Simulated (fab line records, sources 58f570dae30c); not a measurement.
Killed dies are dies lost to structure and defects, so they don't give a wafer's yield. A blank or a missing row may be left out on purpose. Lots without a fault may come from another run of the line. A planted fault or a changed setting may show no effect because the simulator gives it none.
fab line records | flow berkeley_cmos170
record lots=7 wafers=21 last_day=12
route steps=331 shown ZERO@6 NWELL@14
lots that met no fault: from a run of the same line without faults
start_h: hours from the record's first day to the start of the lot's first wafer shown | wait_h: hours since the lot's step before | " the same as in the row above | L1.1+2: a row that stands for several wafers | - no value, or no start given | * or withheld: withheld | < > ~ a bound
route shown NAME@n: a module of which the file shows steps, and the number in the route of the first | usual: mean/standard deviation of fault-free wafers | same: alike in all rows | chamber/n: place in a boat | sites: the reading at each site | _std_site: their standard deviation | _edge_site: outer sites' mean less inner sites' | radius_mm: how far each site lies from the wafer's centre | mask NAME#n: copy n | behind: the tool/chamber that last shaped the wafer | hold: why the lot was held/for how many hours/how that ended | device: the transistor (n, p or np) that didn't switch | end of line: the same wafers' tests at the end of the route | a step without rows: its recipe alone | killed: dies lost to structure and defects at the first sort, not the wafer's yield | map: a wafer's dies, x killed, . not, _ none there
set.NAME: the setting as run; set.NAME@STEP: as run at that earlier step | model.NAME: the simulator's own value behind a step, which no gauge read
lots at some steps of the route; a table a step, a row a wafer
services: from which hour (start_h, from the record's first day; less than 0 if before it) a tool's chamber was out of use, for how many hours, and why
## steps
# step UCB170_ZERO_HMDS_00
# recipe prime_time_s=60 prime_temp_c=100
# step UCB170_ZERO_COAT_01
# recipe resist=KrF spin_rpm=1500 resist_thk_nm=900
# step UCB170_ZERO_SOFTBAKE_02
# recipe resist=KrF temp_c=130 time_s=60
# step UCB170_ZERO_EXPOSE_03
# recipe mask_id=PM_MARKS na=0.5 sigma_outer=0.6 source_shape=conventional target_cd_nm=4000 dose_mj=30
# step UCB170_ZERO_PEB_04
# recipe peb_temp_c=130 peb_time_s=withheld resist=KrF
# step UCB170_ZERO_DEVELOP_05
# recipe developer=TMAH develop_time_s=45 resist=KrF dev_temp_c=21
# step UCB170_ZERO_ETCH_06
# recipe chemistry=CHF3/CF4/Ar target=SiO2 time_s=12 pressure_mtorr=100 rf_w=500 CHF3_flow_sccm=50 cf4_flow_sccm=10 Ar_flow_sccm=120 over_etch_frac=1.58
# usual drypump_motor_current_A=5.8/0.38 oes_product_au=0.623/0.0092 throttle_valve_pct=9.24/0.16
# columns lot.wafer tool chamber start_h wait_h drypump_motor_current_A oes_product_au rf_hours_counter_h throttle_valve_pct
L989.2 rie_diel-02 3 40.24 - 6.0 0.642 163 9.31
L989.3 " 0 " " 5.9 0.617 26 9.12
L989.4 " 1 " " 6.1 0.624 1 9.25
L995.1 rie_diel-02 3 70.07 - 6.0 0.634 164 9.31
L995.5 " 0 " " 5.9 0.617 - 9.11
L995.6 " 3 " " 6.0 0.625 - 9.32
L996.3 rie_diel-03 3 74.53 - 5.3 0.630 14 9.17
L996.4 " 1 " " 6.3 0.631 52 9.44
L996.5 " 0 " " 5.9 0.605 - 9.51
L997.4 rie_diel-03 3 78.84 - 5.3 0.633 14 9.17
L997.5 " 1 " " 6.3 0.622 - 9.45
L997.6 " 0 " " 5.8 0.604 - 9.51
L998.1 rie_diel-03 0 80.82 - 5.9 0.613 1 9.50
L998.5 " 2 " " 5.5 0.610 - 9.10
L998.6 " 1 " " 6.3 0.631 - 9.45
L101.4 rie_diel-03 2 96.83 - 5.5 0.615 6 9.10
L101.5 " 3 " " 5.3 0.634 - 9.16
L101.6 " 2 " " 5.5 0.612 - 9.12
L108.3 rie_diel-04 1 136.74 - 6.0 0.634 96 9.18
L108.4 " 2 " " 6.4 0.618 39 9.27
L108.5 " 2 " " 6.4 0.618 - 9.26
# step UCB170_ZERO_STRIP_07
# recipe chemistry=O2 power_w=400 pressure_mtorr=3500 platen_temp_c=withheld o2_flow_sccm=400 overash_fraction=0.5
# usual drypump_motor_current_A=5.76/0.24 oes_product_au=0.727/0.0045 strip_time_to_endpoint_s=21.49/0.068
# columns lot.wafer tool chamber start_h wait_h drypump_motor_current_A oes_product_au rf_hours_counter_h strip_time_to_endpoint_s
L989.2 plasma_asher-03 1 40.26 0.0 6.07 0.731 22 21.54
L989.3 " 0 " " 6.06 0.732 - 21.53
L989.4 " 1 " " 6.07 0.729 - 21.51
L995.1 plasma_asher-01 0 70.09 0.0 5.45 0.730 36 21.59
L995.5 " 0 " " 5.46 0.727 - 21.57
L995.6 " 1 " " 5.63 0.727 - 21.58
L996.3 plasma_asher-02 1 74.58 0.0 5.59 0.719 - 21.54
L996.4 " 0 " " 5.89 0.720 - 21.45
L996.5 " 0 " " 5.90 0.726 - 21.46
L997.4 plasma_asher-03 1 78.89 0.0 6.07 0.727 - 21.44
L997.5 " 1 " " 6.04 0.726 - 21.35
L997.6 " 0 " " 6.09 0.725 - 21.46
L998.1 plasma_asher-01 1 80.84 0.0 5.63 0.723 38 21.51
L998.5 " 1 " " 5.63 0.725 - 21.49
L998.6 " 0 " " 5.46 0.730 - 21.56
L101.4 plasma_asher-02 1 96.89 0.0 5.59 0.728 - 21.55
L101.5 " 1 " " 5.61 0.720 - 21.58
L101.6 " 0 " " 5.91 0.724 - 21.53
L108.3 plasma_asher-02 0 136.79 0.0 5.94 0.731 - 21.46
L108.4 " 1 " " 5.56 0.732 - 21.54
L108.5 " 0 " " 5.94 0.725 - 21.51
# step UCB170_NWELL_WET_ETCH_00
# recipe chemistry=dHF dilution=25:1 target=SiO2 temp_c=25 time_s=200
# step UCB170_NWELL_OXIDATION_01
# recipe temp_c=1000 ambient=O2 target_thk_a=264 ox_time_s=1260
# step UCB170_NWELL_THK_MEAS_02
# recipe reads=SiO2_of_NWELL_OXIDATION_01
# usual NWELL_OXIDE_THK=26.4/0.65
# columns lot.wafer tool chamber start_h wait_h NWELL_OXIDE_THK[nm]
L989.2 film_metro-01 - 43.06 0.0 26.7
L989.3 " - " " 26.5
L989.4 " - " " 26.6
L995.1 film_metro-02 - 73.96 0.0 26.7
L995.5 " - " " 26.7
L995.6 " - " " 26.9
L996.3 film_metro-03 - 77.91 0.0 26.2
L996.4 " - " " 26.1
L996.5 " - " " 26.0
L998.1 film_metro-02 - 84.84 0.0 26.7
L998.5 " - " " 26.6
L998.6 " - " " 26.9
L997.4 film_metro-03 - 84.87 0.0 27.4
L997.5 " - " " 26.6
L997.6 " - " " 27.1
L101.4 film_metro-01 - 99.57 0.0 26.1
L101.5 " - " " 26.2
L101.6 " - " " 26.6
L108.3 film_metro-03 - 141.86 0.0 27.0
L108.4 " - " " 27.2
L108.5 " - " " 26.5
# step UCB170_NWELL_ANNEAL_03
# recipe temp_c=1000 time_s=900 ambient=N2
# step UCB170_NWELL_CVD_04
# recipe material=Si3N4 target_thk_nm=224 temp_c=800 precursor=SiH2Cl2/NH3 time_s=3360 pressure_mtorr=200 sih2cl2_flow_sccm=25 nh3_flow_sccm=75
# usual nh3_flow_sccm=74.97/0.22
# columns lot.wafer tool chamber start_h wait_h nh3_flow_sccm model.Si3N4_of_NWELL_CVD_04.thk_nm
L989.2 lpcvd-02 1 47.55 0.7 75.26 225.8
L989.3 " 1 " " 75.48 226.7
L989.4 " 1 " " 75.16 225.2
L995.1 lpcvd-02 1 76.12 0.0 74.70 406.5
L995.5 " 1 " " 74.64 406.6
L995.6 " 1 " " 74.89 408.8
L996.3 lpcvd-01 1 83.45 0.0 75.14 222.9
L996.4 " 1 " " 75.21 222.1
L996.5 " 1 " " 75.00 221.9
L997.4 lpcvd-02 1 88.75 0.1 74.95 406.6
L997.5 " 1 " " 74.58 406.6
L997.6 " 1 " " 74.51 406
L998.1 lpcvd-02 1 88.75 0.1 74.79 406.2
L998.5 " 1 " " 74.69 405.2
L998.6 " 1 " " 75.06 407.4
L101.4 lpcvd-01 0 102.14 0.0 74.95 227.2
L101.5 " 0 " " 74.82 224.4
L101.6 " 0 " " 75.08 224.5
L108.3 lpcvd-01 1 150.03 0.0 74.71 224.7
L108.4 " 1 " " 75.17 225
L108.5 " 1 " " 74.81 225.3
# step UCB170_NWELL_THK_MEAS_05
# recipe reads=Si3N4_of_NWELL_CVD_04
# usual NWELL_NITRIDE_THK=225.7/2.1
# columns lot.wafer tool chamber start_h wait_h NWELL_NITRIDE_THK[nm]
L989.2 film_metro-03 - 49.50 0.0 226.1
L989.3 " - " " 226.7
L989.4 " - " " 225.0
L995.1 film_metro-01 - 78.05 0.0 406.2
L995.5 " - " " 406.8
L995.6 " - " " 408.6
L996.3 film_metro-03 - 85.40 0.0 222.7
L996.4 " - " " 222.0
L996.5 " - " " 221.8
L998.1 film_metro-03 - 90.68 0.0 406.3
L998.5 " - " " 405.3
L998.6 " - " " 408.0
L997.4 film_metro-01 - 90.71 0.0 406.4
L997.5 " - " " 406.7
L997.6 " - " " 405.9
L101.4 film_metro-01 - 104.17 0.1 226.9
L101.5 " - " " 224.3
L101.6 " - " " 224.6
L108.3 film_metro-03 - 151.98 0.0 224.8
L108.4 " - " " 225.1
L108.5 " - " " 225.2
# step UCB170_NWELL_HMDS_06
# recipe prime_time_s=60 prime_temp_c=100
# step UCB170_NWELL_COAT_07
# recipe resist=KrF spin_rpm=1500 resist_thk_nm=900
# step UCB170_NWELL_SOFTBAKE_08
# recipe resist=KrF temp_c=130 time_s=60
# step UCB170_NWELL_EXPOSE_09
# recipe mask_id=NWELL target_cd_nm=3000 na=0.5 sigma_outer=0.6 source_shape=conventional dose_mj=25
# step UCB170_NWELL_PEB_10
# recipe peb_temp_c=130 peb_time_s=withheld resist=KrF
# step UCB170_NWELL_DEVELOP_11
# recipe developer=TMAH develop_time_s=45 resist=KrF dev_temp_c=21
# step UCB170_NWELL_OVL_MEAS_12
# usual NWELL_OVL=-1/6.3
# columns lot.wafer tool chamber start_h wait_h NWELL_OVL[nm]
L989.2 overlay-01 - 51.02 - 7
L989.3 " - " " -6
L989.4 " - " " -1
L995.1 overlay-01 - 79.13 - -2
L995.5 " - " " 1
L995.6 " - " " 1
L996.3 overlay-01 - 86.42 - -6
L996.4 " - " " -16
L996.5 " - " " -8
L998.1 overlay-01 - 91.58 - -12
L998.5 " - " " -4
L998.6 " - " " -1
L997.4 overlay-02 - 91.87 - 10
L997.5 " - " " 4
L997.6 " - " " 5
L101.4 overlay-02 - 105.55 - 14
L101.5 " - " " 4
L101.6 " - " " 12
L108.3 overlay-01 - 154.61 - -5
L108.4 " - " " -4
L108.5 " - " " -4
# step UCB170_NWELL_ETCH_13
# recipe chemistry=CH3F/Ar/O2 target=Si3N4 stop_on=SiO2 CH3F_flow_sccm=20 Ar_flow_sccm=50 O2_flow_sccm=7 pressure_mtorr=50 rf_w=450 target_depth_a=2464 over_etch_frac=0.1 time_s=154
# usual drypump_motor_current_A=5.8/0.34 oes_product_au=0.951/0.014 throttle_valve_pct=8.06/0.13
# columns lot.wafer tool chamber start_h wait_h drypump_motor_current_A oes_product_au rf_hours_counter_h throttle_valve_pct model.etch.depth_nm
L989.2 rie_diel-01 3 51.05 0.0 5.5 0.953 85 7.96 225.8
L989.3 " 0 " " 6.1 0.956 155 8.07 226.7
L989.4 " 0 " " 6.0 0.954 - 8.05 225.2
L995.1 rie_diel-01 0 79.17 0.0 6.0 0.993 157 8.05 243.9
L995.5 " 3 " " 5.6 1.021 - 7.98 251.6
L995.6 " 2 " " 5.7 0.989 - 8.07 249.5
L996.3 rie_diel-03 1 86.44 0.0 6.3 0.965 53 8.25 222.9
L996.4 " 0 " " 5.8 0.918 1 8.31 222.1
L996.5 " 3 " " 5.3 0.953 - 7.98 221.9
L998.1 rie_diel-04 2 91.62 0.0 6.4 0.981 36 8.05 241.5
L998.5 " 1 " " 6.0 1.023 - 8.01 248
L998.6 " 0 " " 5.5 0.985 - 7.93 243.6
L997.4 rie_diel-03 0 91.89 0.0 5.8 0.998 1 8.33 250.5
L997.5 " 2 " " 5.5 0.997 - 7.93 247.3
L997.6 " 1 " " 6.3 1.029 - 8.25 246.8
L101.4 rie_diel-01 0 105.62 0.1 6.1 0.956 - 8.04 227.2
L101.5 " 2 " " 5.7 0.929 - 8.07 224.4
L101.6 " 1 " " 5.7 0.940 - 8.00 224.5
L108.3 rie_diel-04 3 154.63 0.0 5.8 0.943 2 8.27 224.7
L108.4 " 2 " " 6.4 0.948 40 8.07 225
L108.5 " 3 " " 5.8 0.936 - 8.28 225.3
# step UCB170_NWELL_IMPLANT_14
# recipe species=P dose_cm2=1.022e+13 energy_kev=150 tilt_deg=7
## services
# columns tool chamber start_h hours kind
rie_diel-03 0 43.02 - clean
rie_diel-03 0 43.02 18.6 scheduled_down
rie_diel-03 0 43.02 18.6 vent_cycle
rie_diel-01 2 49.32 4.8 repair
rie_diel-01 - 63.52 3.0 repair
rie_diel-04 1 66.56 10.0 repair
rie_diel-01 1 72.87 2.2 repair
lpcvd-01 - 87.16 6.0 pm
rie_diel-04 3 90.95 1.9 repair
rie_diel-02 3 94.81 4.5 repair
rie_diel-01 3 100.38 6.8 repair
plasma_asher-03 - 100.41 2.8 pm
rie_diel-04 3 106.42 - clean
rie_diel-04 3 106.42 12.4 scheduled_down
rie_diel-04 3 106.42 12.4 vent_cycle
rie_diel-01 1 108.05 2.9 repair
plasma_asher-02 - 108.75 9.0 pm
plasma_asher-02 0 108.75 9.0 vent_cycle
plasma_asher-02 1 108.75 9.0 vent_cycle
plasma_asher-02 0 117.75 - clean
plasma_asher-02 1 117.75 - clean
plasma_asher-01 - 126.05 2.8 pm
rie_diel-03 - 132.64 1.5 repair
plasma_asher-01 - 141.20 1.2 repair
## key
first_sign step=UCB170_NWELL_THK_MEAS_05 reading=NWELL_NITRIDE_THK direction=up sigmas=84 usual=225.7 struck=406.7
effect step=UCB170_NWELL_ETCH_13 reading=oes_product_au direction=up sigmas=3.7 usual=0.951 struck=1.002
model_effect step=UCB170_NWELL_CVD_04 value=Si3N4_of_NWELL_CVD_04.thk_nm without=228 struck=406.7
model_effect step=UCB170_NWELL_ETCH_13 value=etch.depth_nm without=228 struck=247
met_at UCB170_NWELL_CVD_04
struck_wafers L995.1,L995.5,L995.6,L997.4,L997.5,L997.6,L998.1,L998.5,L998.6
later_rows_left_out L995.1,L995.5,L995.6,L997.4,L997.5,L997.6,L998.1,L998.5,L998.6
sort_left_out L995.1,L995.5,L995.6,L997.4,L997.5,L997.6,L998.1,L998.5,L998.6
tester_left_out L995,L997,L998
onset_between 47.55 76.12
fault kind=process_parameter_drift tool=lpcvd-02 chamber=- onset_h=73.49 steps=UCB170_NWELL_CVD_04 channel=target_thk_nm offset=178.64 shape=step end_h=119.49 acts_in=these_recipes_only stated=224
# tester_left_out: of these lots the tester's yield and bins aren't shown, on N5 and GAA mostly nor the transistor test; their killed dies are dies lost to structure and defects alone, not to doping, threshold or leakage, so they don't give the yield
# sort_left_out: the simulated sort isn't trusted on such a fault, so these wafers' sort isn't shown, and their yield isn't known
# later_rows_left_out: the simulator's readings of these wafers behind a module that went badly wrong aren't trusted and aren't shown, but for the sort
